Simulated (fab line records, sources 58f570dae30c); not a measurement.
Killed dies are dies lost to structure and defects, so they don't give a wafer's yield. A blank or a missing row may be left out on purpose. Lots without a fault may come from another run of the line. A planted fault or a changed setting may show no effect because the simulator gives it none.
Which tool did it? | flow berkeley_cmos170 | 14 lots, 42 wafers sampled, at 3 steps of a route of 331

WHAT THE GAUGES READ, wafer by wafer
UCB170_V2_CD_MEAS_12: target cd 700 nm.
lot  | measured     | on        | cd_nm (nm)
L690 | day 8 23:43  | cd_sem-02 | 701.2 701.4 700.7
L691 | day 9 16:37  | cd_sem-02 | 700.9 702.0 700.5
L694 | day 9 18:26  | cd_sem-02 | 700.9 700.3 700.0
L692 | day 9 19:02  | cd_sem-01 | 702.2 702.0 701.6
L693 | day 9 19:37  | cd_sem-02 | 700.1 701.2 700.7
L695 | day 10 02:34 | cd_sem-02 | 701.7 702.1 702.3
L697 | day 10 16:02 | cd_sem-01 | 700.2 699.2 699.0
L698 | day 10 18:03 | cd_sem-01 | 699.9 698.9 699.6
L699 | day 10 22:31 | cd_sem-02 | 701.5 701.9 703.3
L700 | day 11 02:47 | cd_sem-01 | 701.0 700.9 701.2
L706 | day 11 23:20 | cd_sem-01 | 699.6 700.7 699.7
L705 | day 11 23:34 | cd_sem-01 | 700.2 699.6 699.6
L707 | day 12 02:16 | cd_sem-02 | 703.4 703.1 702.3
L712 | day 13 12:00 | cd_sem-01 | 701.2 700.0 700.6

UCB170_M3_CD_MEAS_15: target cd 700 nm.
lot  | measured     | on        | cd_nm (nm)
L690 | day 9 02:18  | cd_sem-02 | 702.8 704.6 704.5
L691 | day 9 20:05  | cd_sem-01 | 700.3 699.9 700.3
L694 | day 9 21:34  | cd_sem-02 | 697.5 699.9 700.8
L692 | day 9 22:03  | cd_sem-01 | 698.5 698.6 698.4
L693 | day 9 22:43  | cd_sem-01 | 700.4 699.5 700.8
L695 | day 10 05:05 | cd_sem-01 | 701.8 701.3 700.4
L697 | day 10 18:41 | cd_sem-01 | 700.1 700.2 700.7
L698 | day 10 20:32 | cd_sem-01 | 698.6 699.0 699.4
L699 | day 11 01:29 | cd_sem-02 | 701.2 701.1 700.5
L700 | day 11 05:38 | cd_sem-02 | 700.6 700.4 699.5
L706 | day 12 02:09 | cd_sem-01 | 701.1 703.0 702.6
L705 | day 12 02:23 | cd_sem-02 | 701.5 702.4 702.5
L707 | day 12 05:25 | cd_sem-02 | 701.0 697.9 699.6
L712 | day 13 14:40 | cd_sem-01 | 698.4 698.7 698.0

WHICH TOOL RAN EACH LOT (tool, then ch and the chambers of the sampled wafers, then the start)
lot  | UCB170_PLDD_IMPLANT_08
L690 | implanter-02 ch 0, day 7 14:38
L691 | implanter-02 ch 0, day 8 05:26
L694 | implanter-04 ch 0, day 8 05:36
L692 | implanter-01 ch 0, day 8 05:43
L693 | implanter-02 ch 0, day 8 06:02
L695 | implanter-02 ch 0, day 8 17:18
L697 | implanter-04 ch 0, day 9 06:26
L698 | implanter-02 ch 0, day 9 06:38
L699 | implanter-02 ch 0, day 9 13:38
L700 | implanter-04 ch 0, day 9 13:51
L706 | implanter-04 ch 0, day 10 11:02
L705 | implanter-02 ch 0, day 10 12:12
L707 | implanter-02 ch 0, day 10 19:04
L712 | implanter-04 ch 0, day 12 03:14
- UCB170_PLDD_IMPLANT_08

WHAT THE TOOLS THEMSELVES READ (means of the sampled wafers that have a number; where no wafer has one, the mark that the record gives instead)
UCB170_PLDD_IMPLANT_08.
lot  | tool         | end_station_pressure_torr (Torr) | faraday_current_uA | rotation_deg (degrees)
L690 | implanter-02 | 5.28e-06                         | 158                | 0.007
L691 | implanter-02 | 5.02e-06                         | 160                | -0.012
L694 | implanter-04 | 5.11e-06                         | 160                | 0.003
L692 | implanter-01 | 5.01e-06                         | 160                | -0.001
L693 | implanter-02 | 4.97e-06                         | 158                | 0.013
L695 | implanter-02 | 5.07e-06                         | 158                | 0.014
L697 | implanter-04 | 4.83e-06                         | 158                | -0.007
L698 | implanter-02 | 5.10e-06                         | 159                | -0.014
L699 | implanter-02 | 5.42e-06                         | 158                | 0.008
L700 | implanter-04 | 5.13e-06                         | 160                | -0.024
L706 | implanter-04 | 4.95e-06                         | 157                | -0.012
L705 | implanter-02 | 5.14e-06                         | 157                | 90.015
L707 | implanter-02 | 5.00e-06                         | 160                | 90.002
L712 | implanter-04 | 4.98e-06                         | 159                | 0.002

THE ANSWER, worked out from the rows above alone
Rule: what is usual is taken from the lots themselves. Put in order of their means at a reading, lots are off if they are a third of the lots or fewer, leave a main group of 4 or more, and stand apart from it by a gap of 3 or more times the standard deviation of the main group's means; of several such gaps the widest counts. A main group whose means are all the same, to the digits that the tables above print for the reading, isn't used. A lot without any number at a reading at which 4 lots or more have one is off too. The other lots that the step has rows for count as sound. The gauges are gone through in route order, then the tools' own readings, and for those a lot's mean is taken as printed above. The first step at which some lot is off is used, and at that step the reading that is off furthest; a lot without a number counts as furthest.
Off: L705, L707, at UCB170_PLDD_IMPLANT_08 (rotation_deg). The main group: mean -0.002 degrees, standard deviation 0.011.
A tool fits if, at that step or a process step before it, it ran every lot that is off, and no sound lot after the first of them. One fits: implanter-02 at UCB170_PLDD_IMPLANT_08. Its last sound lot is L699 (day 9 13:38), its first lot that is off L705 (day 10 12:12): a fault that began between those two fits.
The tool's own readings at UCB170_PLDD_IMPLANT_08 bear it out: on the lots that are off they differ by more than 5 times the standard deviation of the sound lots' means. rotation_deg reads 90.008 degrees there against -0.002 degrees on the sound lots.

WHAT THE SIMULATOR HAD PUT IN
Process parameter drift: implanter-02, from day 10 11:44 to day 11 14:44, at UCB170_PLDD_IMPLANT_08. Setting rotation_deg, moved by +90, from 0. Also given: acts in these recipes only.
Lots struck among those shown: L705, L707. The rule above found the same.
